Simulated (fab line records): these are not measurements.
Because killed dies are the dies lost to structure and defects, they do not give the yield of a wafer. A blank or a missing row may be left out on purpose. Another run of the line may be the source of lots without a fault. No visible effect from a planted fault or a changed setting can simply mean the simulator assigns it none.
Split-lot study    flow berkeleyCmos170    5 lots, 23 wafers read, on a route of 331 steps

== ON THE SPLIT ==
At UCB170_PVT_COAT_01 (resist thk 900 nm), the setting spinRpm was moved away from the recipe's 1500 rpm on 9 of the 23 wafers read, by -2.1% to +7.1%. For the rest of the wafers, this setting stayed at what the recipe calls for.

The split's own step is where the reading is taken.

== THE READING ==
KrF_of_PVT_COAT_01.thkNm (the simulator's own value, which no gauge read), in nm, at UCB170_PVT_COAT_01 (resist thk 900 nm). The file does not state a usual value for it. The 14 wafers here that ran the recipe average 899.9 nm, standard deviation 2.2 nm.

wafer   tool, chamber at the split  spinRpm as run, rpm  against the recipe  KrF_of_PVT_COAT_01.thkNm, nm  against lot-mates on the recipe
L074.1  lithoTrack-01, 0            1500                 recipe              901                           -
L074.2  lithoTrack-01, 0            1500                 recipe              902.1                         -
L074.5  lithoTrack-01, 0            1500                 recipe              903.1                         -
L078.1  lithoTrack-01, 0            1500                 recipe              899.8                         -
L078.3  lithoTrack-01, 0            1607                 +7.1%               871.4                         -28.6
L078.4  lithoTrack-01, 0            1500                 recipe              900.2                         -
L078.5  lithoTrack-01, 0            1607                 +7.1%               869.7                         -30.3
L078.6  lithoTrack-01, 0            1607                 +7.1%               869.1                         -30.9
L080.2  lithoTrack-04, 0            1500                 recipe              897.7                         -
L080.3  lithoTrack-04, 0            1550                 +3.3%               883.5                         -14.2
L080.4  lithoTrack-04, 0            1500                 recipe              897.6                         -
L080.5  lithoTrack-04, 0            1550                 +3.3%               883.7                         -14.0
L080.6  lithoTrack-04, 0            1550                 +3.3%               887.4                         -10.3
L081.1  lithoTrack-04, 0            1500                 recipe              899.4                         -
L081.2  lithoTrack-04, 0            1500                 recipe              901.2                         -
L081.3  lithoTrack-04, 0            1500                 recipe              898.9                         -
L081.5  lithoTrack-04, 0            1500                 recipe              902.8                         -
L081.6  lithoTrack-04, 0            1500                 recipe              901                           -
L084.2  lithoTrack-03, 0            1500                 recipe              898                           -
L084.3  lithoTrack-03, 0            1468                 -2.1%               909.3                         +12.8
L084.4  lithoTrack-03, 0            1500                 recipe              895.1                         -
L084.5  lithoTrack-03, 0            1468                 -2.1%               908.6                         +12.1
L084.6  lithoTrack-03, 0            1468                 -2.1%               909.6                         +13.1

FIT RESULTS
A straight line over all 23 wafers: KrF_of_PVT_COAT_01.thkNm changes by -4.24 nm for each +1% of spinRpm; r = -0.99; the points scatter about the line by 2 nm.
The same after taking each lot's own level away (the mean of its wafers on the recipe; 23 wafers): -4.35 nm for each +1%; r = -0.99; scatter 1.7 nm.
Per that fit: largest spinRpm move, reading shift of 31 nm.
Measured against the standard deviation above, the lots' own levels, which go from 896.55 to 902.07 nm, span 2.5 times it.
So the lot-to-lot level changes the slope little: the two slopes agree.
Check: with one of the wafers moved furthest among these (+7.1%) left out of the fit, the line predicts -30.8 nm for it against its lot-mates. It came out at -28.6 nm against them.

== THE OTHER SPLITS THESE WAFERS WENT THROUGH ==
Before the reading, these wafers also passed through other splits. Each is held against what the fit with the lots' levels taken away leaves over:
other split on the same wafers     wafers away from the commonest value  r with KrF_of_PVT_COAT_01.thkNm (lot level and that fit taken away)
UCB170_START_OXIDATION_02 tempC    5                                     -0.04
UCB170_NWELL_ETCH_13 timeS         8                                     -0.08
UCB170_PWELL_OXIDATION_02 tempC    15                                    -0.40
UCB170_PWELL_IMPLANT_15 energyKev  11                                    -0.31
UCB170_ACTIVE_EXPOSE_10 doseMj     8                                     -0.10

== THE WHOLE CHAIN: every reading that the file lists as answering this split, in the file's order ==
step                 what it does       reading                                                                    change (the file's fit)               r (the file's)
UCB170_PVT_COAT_01   resist thk 900 nm  KrF_of_PVT_COAT_01.thkNm (the simulator's own value, which no gauge read)  -4.25 nm for each +1% of the setting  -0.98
UCB170_PVT_STRIP_08  strips in O2       stripTimeToEndpointS                                                       withheld for each +1% of the setting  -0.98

== FILE'S OWN FIT ==
KrF_of_PVT_COAT_01.thkNm changes by -4.25 nm for each +1% of spinRpm, r = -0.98.
